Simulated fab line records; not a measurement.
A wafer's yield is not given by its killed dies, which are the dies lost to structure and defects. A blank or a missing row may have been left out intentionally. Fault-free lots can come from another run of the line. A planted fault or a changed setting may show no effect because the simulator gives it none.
fab line records ; flow rit_cmos
[record] lots = 15; wafers = 45; last_day = 7
route steps=202 shown NLDD@111 M1@202
lots that met no fault: from a run of the same line without faults
start_h: start of the lot's first displayed wafer, in hours after the record's first day ; wait_h: hours from the lot's prior step to this one ; " same as the row above ; L1.1+2: several wafers, shown together as one row ; - value missing, or start not given ; * or withheld: withheld ; < > ~ a bound
route shown NAME@n: NAME is a module with steps in the file, n the number in the route of the first one ; usual: average and standard deviation across the fault-free wafers ; same: alike in all rows ; chamber/n: place in a boat ; sites: per-site readings ; _std_site: standard deviation of those values ; _edge_site: the outer-site mean with the inner-site mean subtracted ; radius_mm: how far each site lies from the wafer's centre ; mask NAME#n: copy n ; behind: the tool/chamber that last shaped the wafer ; hold: reason for holding the lot/hours on hold/outcome of the hold ; device: which transistor (n, p or np) failed to switch ; end of line: the tests these same wafers got at the end of their route ; a step given without rows: its recipe and nothing more ; killed: not the wafer's yield, but the dies lost to structure and defects at the first sort ; map: dies across one wafer; x = killed, . = not, _ = none there
set.NAME: the run value of the setting; set.NAME@STEP: its run value at that earlier step ; model.NAME: the simulator's own value behind a step, which no gauge read
a sample of lots followed through the steps of the route, with each step as a table and each wafer as a row
services: a tool's chamber out of use, with start hour (start_h, from the record's first day; less than 0 if before it), hours out, and reason
[[steps]]
[step RIT_NLDD_IMPLANT_08]
[recipe] species = P; energy_kev = 20; dose_cm2 = 5e+14; tilt_deg = 7
[usual] beam_energy_keV = 20.000/0.0054
lot.wafer;tool;chamber;start_h;wait_h;beam_energy_keV
L431.2;implanter-03;0;41.11;0.1;19.989
L431.4;implanter-03;0;41.11;0.1;19.999
L431.5;implanter-03;0;41.11;0.1;20.000
L432.3;implanter-04;0;46.08;0.1;20.004
L432.5;implanter-04;0;46.08;0.1;20.003
L432.6;implanter-04;0;46.08;0.1;20.008
L433.1;implanter-03;0;52.43;0.1;19.999
L433.4;implanter-03;0;52.43;0.1;19.994
L433.5;implanter-03;0;52.43;0.1;19.990
L435.2;implanter-03;0;63.15;0.1;19.998
L435.5;implanter-03;0;63.15;0.1;19.999
L435.6;implanter-03;0;63.15;0.1;20.000
L436.3;implanter-04;0;66.99;0.1;19.994
L436.4;implanter-04;0;66.99;0.1;20.000
L436.6;implanter-04;0;66.99;0.1;20.004
L436.3;implanter-04;0;67.31;0.3;19.994
L436.4;implanter-04;0;67.31;0.3;19.993
L436.6;implanter-04;0;67.31;0.3;19.995
L437.1;implanter-02;0;70.82;0.1;20.004
L437.4;implanter-02;0;70.82;0.1;20.011
L437.6;implanter-02;0;70.82;0.1;20.000
L440.1;implanter-03;0;86.86;0.1;19.998
L440.2;implanter-03;0;86.86;0.1;20.008
L440.5;implanter-03;0;86.86;0.1;19.996
L440.1;implanter-03;0;87.17;0.3;19.996
L440.2;implanter-03;0;87.17;0.3;19.992
L440.5;implanter-03;0;87.17;0.3;19.995
L441.3;implanter-04;0;91.72;0.1;20.004
L441.4;implanter-04;0;91.72;0.1;19.995
L441.6;implanter-04;0;91.72;0.1;20.003
L441.3;implanter-04;0;92.04;0.3;20.003
L441.4;implanter-04;0;92.04;0.3;19.999
L441.6;implanter-04;0;92.04;0.3;19.998
L442.1;implanter-04;0;96.04;0.1;20.001
L442.2;implanter-04;0;96.04;0.1;20.001
L442.5;implanter-04;0;96.04;0.1;20.002
L446.1;implanter-02;0;119.65;0.1;20.000
L446.2;implanter-02;0;119.65;0.1;20.003
L446.5;implanter-02;0;119.65;0.1;19.999
L448.1;implanter-02;0;127.19;0.1;20.000
L448.2;implanter-02;0;127.19;0.1;19.997
L448.6;implanter-02;0;127.19;0.1;20.004
L449.1;implanter-04;0;133.75;0.1;20.006
L449.3;implanter-04;0;133.75;0.1;19.997
L449.4;implanter-04;0;133.75;0.1;19.996
L450.1;implanter-04;0;141.37;0.1;19.996
L450.2;implanter-04;0;141.37;0.1;19.999
L450.6;implanter-04;0;141.37;0.1;19.997
L452.2;implanter-03;0;150.31;0.1;19.994
L452.5;implanter-03;0;150.31;0.1;19.998
L452.6;implanter-03;0;150.31;0.1;19.996
L454.2;implanter-03;0;159.39;0.1;19.999
L454.3;implanter-03;0;159.39;0.1;19.999
L454.4;implanter-03;0;159.39;0.1;19.996
[step RIT_NLDD_TW_MEAS_10]
[usual] NLDD_TW = 2461/14
lot.wafer;tool;chamber;start_h;wait_h;NLDD_TW
L431.2;film_metro-02;-;41.42;0.1;2467
L431.4;film_metro-02;-;41.42;0.1;2479
L431.5;film_metro-02;-;41.42;0.1;2468
L432.3;film_metro-01;-;46.37;0.1;2465
L432.5;film_metro-01;-;46.37;0.1;2477
L432.6;film_metro-01;-;46.37;0.1;2472
L433.1;film_metro-01;-;52.76;0.1;2463
L433.4;film_metro-01;-;52.76;0.1;2446
L433.5;film_metro-01;-;52.76;0.1;2454
L435.2;film_metro-01;-;63.46;0.1;2441
L435.5;film_metro-01;-;63.46;0.1;2450
L435.6;film_metro-01;-;63.46;0.1;2439
L436.3;film_metro-01;-;67.69;0.2;2904
L436.4;film_metro-01;-;67.69;0.2;2895
L436.6;film_metro-01;-;67.69;0.2;2882
L437.1;film_metro-03;-;71.15;0.1;2475
L437.4;film_metro-03;-;71.15;0.1;2454
L437.6;film_metro-03;-;71.15;0.1;2466
L440.1;film_metro-03;-;87.50;0.1;2912
L440.2;film_metro-03;-;87.50;0.1;2924
L440.5;film_metro-03;-;87.50;0.1;2930
L441.3;film_metro-03;-;92.33;0.1;2945
L441.4;film_metro-03;-;92.33;0.1;2950
L441.6;film_metro-03;-;92.33;0.1;2947
L442.1;film_metro-03;-;96.36;0.1;2460
L442.2;film_metro-03;-;96.36;0.1;2463
L442.5;film_metro-03;-;96.36;0.1;2459
L446.1;film_metro-01;-;119.98;0.1;2473
L446.2;film_metro-01;-;119.98;0.1;2458
L446.5;film_metro-01;-;119.98;0.1;2434
L448.1;film_metro-03;-;127.52;0.1;2481
L448.2;film_metro-03;-;127.52;0.1;2471
L448.6;film_metro-03;-;127.52;0.1;2478
L449.1;film_metro-02;-;134.08;0.1;2459
L449.3;film_metro-02;-;134.08;0.1;2441
L449.4;film_metro-02;-;134.08;0.1;2456
L450.1;film_metro-01;-;141.70;0.1;2444
L450.2;film_metro-01;-;141.70;0.1;2452
L450.6;film_metro-01;-;141.70;0.1;2431
L452.2;film_metro-02;-;150.62;0.1;2464
L452.5;film_metro-02;-;150.62;0.1;2436
L452.6;film_metro-02;-;150.62;0.1;2454
L454.2;film_metro-01;-;159.70;0.1;2457
L454.3;film_metro-01;-;159.70;0.1;2460
L454.4;film_metro-01;-;159.70;0.1;2457
[step RIT_SDANNEAL_RS_MEAS_07]
[recipe] thk_meas_gauge = four-point-probe
[usual] NLDD_RS = 151.7/0.57
lot.wafer;tool;chamber;start_h;wait_h;NLDD_RS[ohm/sq]
L431.2;film_metro-01;-;49.17;0.1;152.2
L431.4;film_metro-01;-;49.17;0.1;151.7
L431.5;film_metro-01;-;49.17;0.1;151.9
L432.3;film_metro-03;-;54.24;0.1;151.3
L432.5;film_metro-03;-;54.24;0.1;152.0
L432.6;film_metro-03;-;54.24;0.1;151.9
L433.1;film_metro-02;-;60.67;0.1;151.1
L433.4;film_metro-02;-;60.67;0.1;151.2
L433.5;film_metro-02;-;60.67;0.1;151.9
L435.2;film_metro-01;-;71.35;0.1;151.6
L435.5;film_metro-01;-;71.35;0.1;151.9
L435.6;film_metro-01;-;71.35;0.1;151.6
L436.3;film_metro-03;-;78.87;1.0;86.5
L436.4;film_metro-03;-;78.87;1.0;86.6
L436.6;film_metro-03;-;78.87;1.0;86.5
L437.1;film_metro-02;-;79.10;0.1;151.9
L437.4;film_metro-02;-;79.10;0.1;152.0
L437.6;film_metro-02;-;79.10;0.1;152.0
L440.1;film_metro-03;-;95.29;0.1;86.5
L440.2;film_metro-03;-;95.29;0.1;86.7
L440.5;film_metro-03;-;95.29;0.1;86.6
L441.3;film_metro-03;-;101.44;0.1;86.2
L441.4;film_metro-03;-;101.44;0.1;86.4
L441.6;film_metro-03;-;101.44;0.1;86.4
L442.1;film_metro-02;-;104.62;0.1;152.8
L442.2;film_metro-02;-;104.62;0.1;153.1
L442.5;film_metro-02;-;104.62;0.1;153.0
L446.1;film_metro-02;-;128.02;0.1;152.0
L446.2;film_metro-02;-;128.02;0.1;152.0
L446.5;film_metro-02;-;128.02;0.1;153.1
L448.1;film_metro-02;-;135.28;0.1;151.8
L448.2;film_metro-02;-;135.28;0.1;152.0
L448.6;film_metro-02;-;135.28;0.1;151.6
L449.1;film_metro-03;-;141.83;0.1;150.8
L449.3;film_metro-03;-;141.83;0.1;151.7
L449.4;film_metro-03;-;141.83;0.1;151.8
L450.1;film_metro-03;-;150.68;0.1;151.0
L450.2;film_metro-03;-;150.68;0.1;151.3
L450.6;film_metro-03;-;150.68;0.1;151.7
L452.2;film_metro-03;-;158.37;0.1;151.3
L452.5;film_metro-03;-;158.37;0.1;151.1
L452.6;film_metro-03;-;158.37;0.1;150.7
L454.2;film_metro-03;-;167.46;0.1;152.1
L454.3;film_metro-03;-;167.46;0.1;151.8
L454.4;film_metro-03;-;167.46;0.1;151.6
[step RIT_M1_PROBE_99]
[usual] killed_at_M0_to_M3 = 0.0/0.16; killed_at_contacts = 0.1/0.25; killed_at_front_end = 7/3.1; killed_dies = 7/3.1; killed_on_rim = 1.9/1.4; killed_open = 3.6/2; killed_short = 3.5/2
[same] gross_dies = 264; killed_at_M4_up = 0; killed_at_back_side = 0; killed_at_other = 0
lot.wafer;tool;chamber;start_h;wait_h;killed_at_M0_to_M3;killed_at_contacts;killed_at_front_end;killed_dies;killed_on_rim;killed_open;killed_short
L436.3;prober-01;-;87.56;0.2;0;0;10;10;3;2;8
L436.4;prober-01;-;87.61;0.2;0;0;10;10;3;6;4
L436.6;prober-01;-;87.71;0.2;0;0;8;8;4;3;5
L441.3;prober-02;-;109.97;0.2;0;0;9;9;2;5;4
L441.4;prober-02;-;110.02;0.2;0;0;11;11;3;8;3
L441.6;prober-02;-;110.12;0.2;0;0;8;8;3;2;6
L448.1;prober-01;-;142.72;0.1;0;0;9;9;5;5;4
L448.2;prober-01;-;142.77;0.1;0;0;5;5;0;3;2
L448.6;prober-01;-;142.97;0.2;0;0;11;11;6;6;5
L449.1;prober-02;-;149.85;0.1;0;0;9;9;4;4;5
L449.3;prober-02;-;149.95;0.2;0;0;5;5;3;4;1
L449.4;prober-02;-;150.00;0.2;0;0;5;5;2;3;2
L450.1;prober-01;-;157.61;0.1;0;0;6;6;0;3;3
L450.2;prober-01;-;157.66;0.1;0;0;4;4;0;3;1
L450.6;prober-01;-;157.86;0.2;0;0;9;9;4;6;3
L452.2;prober-01;-;165.75;0.1;0;0;10;10;4;2;8
L452.5;prober-01;-;165.90;0.2;0;0;7;7;1;5;2
L452.6;prober-01;-;165.95;0.2;0;0;10;10;4;6;4
// killed by level:class
L436.3 REOX:geometric_particle:short=4 GATE:geometric_particle:short=3 FOX2:geometric_particle:short=1 GATE:geometric_particle:open=1 REOX:geometric_particle:open=1
L436.4 GATE:geometric_particle:open=3 REOX:geometric_particle:open=2 FOX2:geometric_particle:short=1 FOX2:geometric_particle:open=1 GATE:geometric_particle:short=1 REOX:geometric_particle:short=1 SPACER:geometric_particle:short=1
L436.6 REOX:geometric_particle:short=2 SILICIDE:geometric_particle:short=2 SPACER:geometric_particle:short=1 FOX2:geometric_particle:open=1 GATE:geometric_particle:open=1 REOX:geometric_particle:open=1
L441.3 FOX1:geometric_particle:short=2 FOX1:geometric_particle:open=1 FOX2:geometric_particle:open=1 GATE:geometric_particle:open=1 GATE:geometric_particle:short=1 SPACER:geometric_particle:open=1 SILICIDE:geometric_particle:open=1 SILICIDE:geometric_particle:short=1
L441.4 REOX:geometric_particle:open=5 FOX1:geometric_particle:open=3 FOX1:geometric_particle:short=2 GATE:geometric_particle:short=1
L441.6 SPACER:geometric_particle:short=4 GATE:geometric_particle:short=2 SPACER:geometric_particle:open=2
L448.1 GATE:geometric_particle:open=3 REOX:geometric_particle:short=2 FOX1:geometric_particle:open=1 FOX2:geometric_particle:short=1 GATE:geometric_particle:short=1 SPACER:geometric_particle:open=1
L448.2 GATE:geometric_particle:open=3 FOX1:geometric_particle:short=1 GATE:geometric_particle:short=1
L448.6 GATE:geometric_particle:short=2 REOX:geometric_particle:open=2 SPACER:geometric_particle:open=2 GATE:geometric_particle:open=1 REOX:geometric_particle:short=1 SILICIDE:geometric_particle:short=1 SPACER:geometric_particle:short=1 SILICIDE:geometric_particle:open=1
L449.1 GATE:geometric_particle:short=3 GATE:geometric_particle:open=3 FOX1:geometric_particle:short=1 FOX1:geometric_particle:open=1 SILICIDE:geometric_particle:short=1
L449.3 GATE:geometric_particle:open=2 FOX1:geometric_particle:open=1 REOX:geometric_particle:short=1 SILICIDE:geometric_particle:open=1
L449.4 FOX1:geometric_particle:open=2 FOX1:geometric_particle:short=1 GATE:geometric_particle:short=1 GATE:geometric_particle:open=1
L450.1 GATE:geometric_particle:open=3 SPACER:geometric_particle:short=2 REOX:geometric_particle:short=1
L450.2 REOX:geometric_particle:open=2 GATE:geometric_particle:short=1 SPACER:geometric_particle:open=1
L450.6 GATE:geometric_particle:open=3 FOX1:geometric_particle:short=2 FOX1:geometric_particle:open=1 REOX:geometric_particle:open=1 SPACER:geometric_particle:open=1 SPACER:geometric_particle:short=1
L452.2 SILICIDE:geometric_particle:short=3 GATE:geometric_particle:short=2 FOX1:geometric_particle:short=1 GATE:geometric_particle:open=1 REOX:geometric_particle:short=1 SPACER:geometric_particle:short=1 SILICIDE:geometric_particle:open=1
L452.5 FOX1:geometric_particle:short=2 FOX2:geometric_particle:open=1 GATE:geometric_particle:open=1 REOX:geometric_particle:open=1 SPACER:geometric_particle:open=1 SILICIDE:geometric_particle:open=1
L452.6 REOX:geometric_particle:short=2 SPACER:geometric_particle:open=2 SILICIDE:geometric_particle:open=2 FOX1:geometric_particle:short=1 FOX1:geometric_particle:open=1 FOX2:geometric_particle:open=1 SILICIDE:geometric_particle:short=1
[[services]]
tool;chamber;start_h;hours;kind
implanter-02;-;24.46;19.6;repair
implanter-02;-;44.18;7.1;repair
implanter-03;-;72.95;3.6;repair
implanter-04;-;77.54;1.0;repair
implanter-04;-;81.70;2.8;repair
implanter-02;-;89.40;6.8;repair
implanter-02;-;94.09;1.1;repair
implanter-02;-;134.38;5.2;pm
implanter-03;-;135.18;6.8;repair
[[key]]
[first_sign] step = RIT_NLDD_IMPLANT_08; reading = visit; direction = added
[effect] step = RIT_NLDD_TW_MEAS_10; reading = NLDD_TW; direction = up; sigmas = 33; usual = 2461; struck = 2921
[effect] step = RIT_SDANNEAL_RS_MEAS_07; reading = NLDD_RS; direction = down; sigmas = 99+; usual = 151.7; struck = 86.5
met_at RIT_NLDD_IMPLANT_08
struck_lots L436,L440,L441
tester_left_out L436,L440,L441
[fault] kind = repeated_step_whole; tool = implanter-02,implanter-03,implanter-04; chamber = -; onset_h = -; steps = RIT_NLDD_IMPLANT_08; times = 1; scope = struck_lots_only
// tester_left_out: of these lots the tester's yield and bins aren't shown, on N5 and GAA mostly nor the transistor test; their killed dies are dies lost to structure and defects alone, not to doping, threshold or leakage, so they don't give the yield
